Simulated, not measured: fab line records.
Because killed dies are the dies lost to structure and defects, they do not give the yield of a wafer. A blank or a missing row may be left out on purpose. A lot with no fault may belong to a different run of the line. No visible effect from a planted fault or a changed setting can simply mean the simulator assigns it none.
Which tool is to blame?    flow berkeley-cmos170    7 lots, 21 wafers sampled, at 3 steps of a route of 331

## WHAT THE GAUGES READ, wafer by wafer
UCB170_SDANNEAL_RS_MEAS_04: measures by four-point-probe.
lot   measured      on             PLDD_RS (ohm/sq)
L292  day 7 08:40   film-metro-01  1032.6 1027.0 1028.5
L294  day 8 17:16   film-metro-02  1028.3 1032.0 1029.2
L296  day 8 16:55   film-metro-03  1030.0 1029.5 1029.1
L298  day 9 07:40   film-metro-01  1089.2 1087.0 1085.3
L303  day 10 14:18  film-metro-02  1036.5 1036.4 1035.8
L309  day 11 05:35  film-metro-02  1032.3 1031.2 1032.8
L311  day 11 13:34  film-metro-01  1034.8 1031.9 1033.3

## EACH LOT AND THE TOOL THAT RAN IT (in order: tool; ch and the chambers of the sampled wafers; start)
lot   UCB170_PLDD_STRIP_10                  UCB170_SPACER_ANNEAL_02
L292  plasma-asher-03 ch 0,1, day 6 19:55   furnace-04 ch 0, day 7 01:02
L294  plasma-asher-03 ch 0,1, day 8 03:17   furnace-01 ch 0, day 8 10:13
L296  plasma-asher-04 ch 0,1, day 8 03:58   furnace-01 ch 0, day 8 10:13
L298  plasma-asher-03 ch 0,1, day 8 19:58   furnace-01 ch 0, day 9 01:09
L303  plasma-asher-02 ch 0,1, day 9 23:11   furnace-03 ch 0, day 10 03:43
L309  plasma-asher-02 ch 0,1, day 10 15:40  furnace-04 ch 0, day 10 22:16
L311  plasma-asher-03 ch 0,1, day 11 00:54  furnace-04 ch 0, day 11 06:26
- UCB170_PLDD_STRIP_10: strips in O2.
- UCB170_SPACER_ANNEAL_02: time 1800 s.

## THE ANSWER, worked out from the rows above alone
Rule: the lots themselves supply what counts as usual. Put in order of their means at a reading, lots are off if they are a third of the lots or fewer, leave a main group of 4 or more, and stand apart from it by a gap of 3 or more times the standard deviation of the main group's means; of several such gaps the widest counts. The tables above print the reading to a certain number of digits; a main group whose means all agree to those digits is not used. A lot without any number at a reading at which 4 lots or more have one is off too. The other lots that the step has rows for count as sound.
Off: at UCB170_SDANNEAL_RS_MEAS_04 (PLDD_RS), L298. Main group: mean 1031.7 ohm/sq, sd 2.5.
If a tool, at a process step before that reading, ran all the lots that are off and no sound lot after the first of them, it fits. Gauges at UCB170_SDANNEAL_RS_MEAS_04: tried the same way as those tools. One fits: furnace-01 at UCB170_SPACER_ANNEAL_02. Its last sound lot is L294 (day 8 10:13), its first lot that is off L298 (day 9 01:09): a fault that began between those two fits.

## WHAT THE SIMULATOR HAD PUT IN
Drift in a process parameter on furnace-01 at UCB170_SPACER_ANNEAL_02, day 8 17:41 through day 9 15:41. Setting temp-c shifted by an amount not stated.
Shown lots that were struck: L298. Same finding as the rule above.
